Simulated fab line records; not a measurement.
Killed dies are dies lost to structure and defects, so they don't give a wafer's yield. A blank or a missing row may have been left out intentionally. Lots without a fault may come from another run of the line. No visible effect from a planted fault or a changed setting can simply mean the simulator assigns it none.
2 desks looking at one fault -- flow berkeleyCmos170 -- each desk has only its own numbers; what lay behind them comes last

## METROLOGY DESK
What the gauges read, lot by lot, whatever tool the lot ran on: means of the sampled wafers that have a number. A lot is out of limits, marked OUT, if its mean lies more than 4 standard deviations from the usual mean; the brackets give that distance.
Columns: A = cdNm at UCB170_M2_CD_MEAS_15, usual 700.2 nm; B = M2_OVL at UCB170_M2_OVL_MEAS_16, usual -1 nm
lot,first seen here,A,B
L448,day 8 07:27,701.7,4
L451,day 8 10:56,702.0,-3
L452,day 8 14:46,697.8,4
L455,day 9 14:02,700.6,-6
L454,day 9 14:34,699.0,0
L453,day 9 14:40,699.2,-1
L461,day 10 22:16,699.1,1
L460,day 10 23:42,701.7,0
L463,day 11 12:20,700.7,-2
L462,day 11 15:13,700.2,1
L468,day 12 06:11,700.3,-2
L470,day 12 18:16,698.6,3
L469,day 12 20:18,699.5,-6
L471,day 13 07:07,698.8,2
This desk's verdict: no lot among the 14 shows anything out of limits.

## AT THE TOOL OWNER'S DESK: lithoTrack-03
The tool's own readings at UCB170_PWELL_SOFTBAKE_09 (time 60 s): means of the sampled wafers that have a number, for each lot that ran on this tool. A lot is out of limits, marked OUT, if its mean lies more than 4 standard deviations from the usual mean; the brackets give that distance.
Columns: A = heaterPowerTotalW at UCB170_PWELL_SOFTBAKE_09, usual 56.80 W; B = plateTempC at UCB170_PWELL_SOFTBAKE_09, usual 130.00 C; C = runLengthS at UCB170_PWELL_SOFTBAKE_09, usual 89.17 s
lot,first seen here,A,B,C
L448,day 3 10:49,56.75,130.16,89.14
L455,day 4 14:20,56.84,130.14,89.25
L454,day 4 14:47,56.80,129.84,89.33
L460,day 5 19:55,56.84,130.29,89.23
L468,day 7 05:49,60.47 (+82) OUT,-,77.16 (-67) OUT
L469,day 7 18:29,60.53 (+83) OUT,-,77.14 (-67) OUT
This desk's finding: out of limits on L468, L469; first on L468, day 7 05:49 (heaterPowerTotalW at UCB170_PWELL_SOFTBAKE_09). Within limits: L448, L455, L454, L460.

## TAKEN TOGETHER
On L468, L469, at day 7 05:49, an alarm was possible from the tool owner's desk.
Nothing out of limits was seen by the metrology desk.
The metrology desk holds a record of L468, L469, inside its limits.
UCB170_PWELL_SOFTBAKE_09 was run on lithoTrack-03 by each of the lots named.

## WHAT WAS PUT IN BY THE SIMULATOR
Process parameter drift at UCB170_PWELL_SOFTBAKE_09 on lithoTrack-03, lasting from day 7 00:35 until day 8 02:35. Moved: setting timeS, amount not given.
Struck lots among those shown: L468, L469.
Delay in hours, fault start to first out-of-limits reading, by desk: the tool owner's desk at 5.
